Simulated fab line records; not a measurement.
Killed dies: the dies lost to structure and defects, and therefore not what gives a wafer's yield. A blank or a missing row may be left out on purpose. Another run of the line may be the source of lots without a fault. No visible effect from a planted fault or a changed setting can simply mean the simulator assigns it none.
Comparing a struck lot with a sound one | flow berkeley-cmos170 | 28 steps out of a route of 331
Sound: wafers L537.1, L537.3, L537.5. Wafers L541.1, L541.2, L541.4 were the ones struck. The cause is given at the end.
At each step with rows: each side's tool, then ch and its chambers, then its first start. Under that, the readings that differ: sound wafers | struck wafers | difference of the means | sigmas: that difference in standard deviations of wafers without a fault.
alike: readings whose means differ by less than 2 such deviations, and words and numbers that are the same on both sides. not compared: withheld readings, readings that some wafer has no value for, bounds like >300 that may hide the same value, and numbers for which the record gives no deviation and whose values overlap.
Wherever a step has rows on one side only, a row that says differs or no value, or a row with sigmas, the two part there. When numbers do not overlap yet have no deviation, they are printed without sigmas and do not part them. A reading missing from all wafers of one side parts the sides only when that side holds two or more wafers.

UCB170_GATE_CD_MEAS_90 targets a cd of 350 nm.
  struck on cd-sem-01, day 7 20:17; sound on cd-sem-01, day 7 06:46
  alike: cd-nm
then, 7 steps without rows for these wafers: UCB170_GATE_CLEAN_17 (cleans in SPM, time 600 s); UCB170_PLDD_HMDS_00 (prime time 60 s); UCB170_PLDD_COAT_01 (resist thk 900 nm); UCB170_PLDD_SOFTBAKE_02 (time 60 s); UCB170_PLDD_EXPOSE_03 (exposes mask PSELECT, target cd 1200 nm); UCB170_PLDD_PEB_04; UCB170_PLDD_DEVELOP_05 (develop time 45 s).
UCB170_PLDD_CD_MEAS_06 targets a cd of 1200 nm.
  struck on cd-sem-02, day 7 21:45; sound on cd-sem-02, day 7 08:19
  alike: cd-nm
UCB170_PLDD_OVL_MEAS_07:
  struck on overlay-02, day 7 21:52; sound on overlay-01, day 7 08:26
  alike: PLDD_OVL
then, 2 steps without rows for these wafers: UCB170_PLDD_IMPLANT_08; UCB170_PLDD_IMPLANT_09.
UCB170_PLDD_STRIP_10: strips in O2.
  sound on plasma-asher-01 ch 0,1, day 7 08:46; struck on plasma-asher-03 ch 0,1, day 7 22:12
  no value came back on the struck wafers for chamber-pressure-mTorr (mTorr), drypump-motor-current-A (A), oes-product-au (a.u.), strip-time-to-endpoint-s (s); on the sound wafers chamber-pressure-mTorr (mTorr) reads 3500 3500 3504
  reading                               | sound | struck          | difference | sigmas
  model.KrF_of_PLDD_COAT_01.thk-nm (nm) | 0 0 0 | 886.2 886.7 886 | +886.3     |
  not compared: rf-hours-counter-h
UCB170_PLDD_TW_MEAS_11:
  struck on film-metro-04, day 7 22:18; sound on film-metro-02, day 7 08:52
  alike: PLDD_TW
then, 7 steps without rows for these wafers: UCB170_PLDD_CLEAN_12 (cleans in SPM, time 600 s); UCB170_NLDD_HMDS_00 (prime time 60 s); UCB170_NLDD_COAT_01 (resist thk 900 nm); UCB170_NLDD_SOFTBAKE_02 (time 60 s); UCB170_NLDD_EXPOSE_03 (exposes mask NSELECT, target cd 1200 nm); UCB170_NLDD_PEB_04; UCB170_NLDD_DEVELOP_05 (develop time 45 s).
UCB170_NLDD_CD_MEAS_06 targets a cd of 1200 nm.
  struck on cd-sem-01, day 8 00:54; sound on cd-sem-02, day 7 10:17
  alike: cd-nm
UCB170_NLDD_OVL_MEAS_07:
  struck on overlay-02, day 8 01:01; sound on overlay-02, day 7 10:25
  alike: NLDD_OVL
then, 2 steps without rows for these wafers: UCB170_NLDD_IMPLANT_08; UCB170_NLDD_IMPLANT_09.
UCB170_NLDD_STRIP_10: strips in O2.
  sound on plasma-asher-04 ch 0,1, day 7 10:44; struck on plasma-asher-01 ch 0,1, day 8 01:22
  reading                      | sound             | struck            | difference | sigmas
  strip-time-to-endpoint-s (s) | 21.55 21.57 21.54 | 47.87 47.87 47.90 | +26.33     | +99 or more
  alike: chamber-pressure-mTorr, drypump-motor-current-A, oes-product-au
  not compared: rf-hours-counter-h
UCB170_NLDD_TW_MEAS_11:
  struck on film-metro-02, day 8 01:28; sound on film-metro-02, day 7 10:56
  reading | sound          | struck   | difference | sigmas
  NLDD_TW | 2239 2243 2251 | 30 30 30 | -2214      | -99 or more
then, 1 step without rows for these wafers: UCB170_NLDD_CLEAN_12 (cleans in SPM, time 600 s).

## WHERE THEY PART
Last at UCB170_NLDD_TW_MEAS_11 as far as this record goes, first at UCB170_PLDD_STRIP_10.

WHY: whatever the simulator had introduced
Entire step skipped (plasma-asher-03, UCB170_PLDD_STRIP_10), from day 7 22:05 onward. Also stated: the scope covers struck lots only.
